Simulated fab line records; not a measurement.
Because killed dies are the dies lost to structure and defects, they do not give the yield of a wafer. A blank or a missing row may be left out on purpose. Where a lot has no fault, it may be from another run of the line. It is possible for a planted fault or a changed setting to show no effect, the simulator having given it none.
Which tool did it? ; flow berkeley_cmos170 ; 14 lots, 42 wafers sampled, at 3 steps of a route of 331

WHAT THE GAUGES SHOWED, per wafer
UCB170_GATE_CD_MEAS_90: target cd 350 nm.
lot;measured;on;cd_nm (nm)
L299;day 5 23:57;cd_sem-01;348.3 349.5 350.4
L298;day 6 00:04;cd_sem-02;347.8 349.7 350.9
L300;day 6 15:30;cd_sem-01;350.4 348.6 348.5
L302;day 7 04:44;cd_sem-01;349.7 347.6 348.2
L303;day 7 05:18;cd_sem-01;349.6 349.8 347.6
L307;day 8 06:46;cd_sem-02;351.2 352.7 350.5
L306;day 8 06:53;cd_sem-01;348.8 347.4 348.0
L308;day 8 15:11;cd_sem-01;350.7 350.2 351.3
L309;day 8 15:27;cd_sem-01;349.0 346.7 346.7
L312;day 8 22:19;cd_sem-02;350.9 351.3 352.3
L315;day 9 16:31;cd_sem-01;350.8 351.6 349.4
L316;day 10 09:43;cd_sem-02;348.2 349.0 349.9
L318;day 10 19:52;cd_sem-02;350.2 350.3 350.8
L320;day 11 10:05;cd_sem-02;350.3 352.2 351.8

UCB170_SPACER_THK_MEAS_01.
lot;measured;on;SPACER_TEOS_THK (nm)
L299;day 6 04:20;film_metro-02;372 368 379
L298;day 6 05:04;film_metro-02;378 376 378
L300;day 6 19:38;film_metro-01;372 380 381
L302;day 7 08:52;film_metro-03;383 382 385
L303;day 7 09:32;film_metro-03;378 376 383
L307;day 8 10:58;film_metro-01;515 520 524
L306;day 8 11:10;film_metro-02;378 369 378
L308;day 8 19:19;film_metro-02;518 518 521
L309;day 8 19:40;film_metro-01;373 380 385
L312;day 9 03:01;film_metro-02;371 382 377
L315;day 9 22:11;film_metro-01;379 383 382
L316;day 10 13:58;film_metro-01;367 373 380
L318;day 11 00:18;film_metro-02;370 379 378
L320;day 11 15:16;film_metro-02;373 377 381

WHICH TOOL RAN EACH LOT (tool, then ch and the chambers of the sampled wafers, then the start)
lot;UCB170_SPACER_CVD_00
L299;pecvd-02 ch 1,2, day 6 04:17
L298;pecvd-04 ch 0,1,2, day 6 05:00
L300;pecvd-01 ch 0,2, day 6 19:35
L302;pecvd-04 ch 0,1,2, day 7 08:49
L303;pecvd-04 ch 0,2, day 7 09:30
L307;pecvd-02 ch 0,1, day 8 10:55
L306;pecvd-04 ch 1,2, day 8 11:08
L308;pecvd-02 ch 0,1,2, day 8 19:16
L309;pecvd-01 ch 0,1, day 8 19:37
L312;pecvd-04 ch 0,1,2, day 9 02:58
L315;pecvd-01 ch 0, day 9 22:07
L316;pecvd-01 ch 0,2, day 10 13:55
L318;pecvd-01 ch 0,1,2, day 11 00:14
L320;pecvd-02 ch 0,1, day 11 15:12
- UCB170_SPACER_CVD_00: deposits SiO2 from TEOS/O2, target thk 376 nm, time 47 s.

WHAT THE TOOLS THEMSELVES READ (means of the sampled wafers that have a number; where no wafer has one, the mark that the record gives instead)
UCB170_SPACER_CVD_00.
lot;tool;heater_power_w (W)
L299;pecvd-02;293
L298;pecvd-04;257
L300;pecvd-01;254
L302;pecvd-04;225
L303;pecvd-04;265
L307;pecvd-02;223
L306;pecvd-04;252
L308;pecvd-02;231
L309;pecvd-01;231
L312;pecvd-04;266
L315;pecvd-01;209
L316;pecvd-01;245
L318;pecvd-01;260
L320;pecvd-02;227

THE ANSWER, worked out from the rows above alone
Rule: what is usual is taken from the lots themselves. The widest of any qualifying gaps counts: lots, ordered by their means at a reading, are off when they make up no more than a third of the lots, leave a main group of 4 or more, and stand apart from it by 3 or more times the standard deviation of that group's means. A main group is skipped when, at the precision printed for the reading in the tables above, its means are all equal. Also off: a lot with no number at a reading for which 4 or more lots have one. Any other lot the step has rows for is counted as sound. First the gauges in route order, then the tools' own readings, where a lot's mean is used as printed above. The first step at which some lot is off is used, and at that step the reading that is off furthest; a lot without a number counts as furthest.
Off: L307, L308, at UCB170_SPACER_THK_MEAS_01 (SPACER_TEOS_THK). Mean 377 nm and standard deviation 2.9 in the main group.
If a tool, at a process step before that reading, ran all the lots that are off and no sound lot after the first of them, it fits. The gauges at UCB170_SPACER_THK_MEAS_01 are tried like those tools. No candidate that was tried fits.

WHAT WAS PUT IN BY THE SIMULATOR
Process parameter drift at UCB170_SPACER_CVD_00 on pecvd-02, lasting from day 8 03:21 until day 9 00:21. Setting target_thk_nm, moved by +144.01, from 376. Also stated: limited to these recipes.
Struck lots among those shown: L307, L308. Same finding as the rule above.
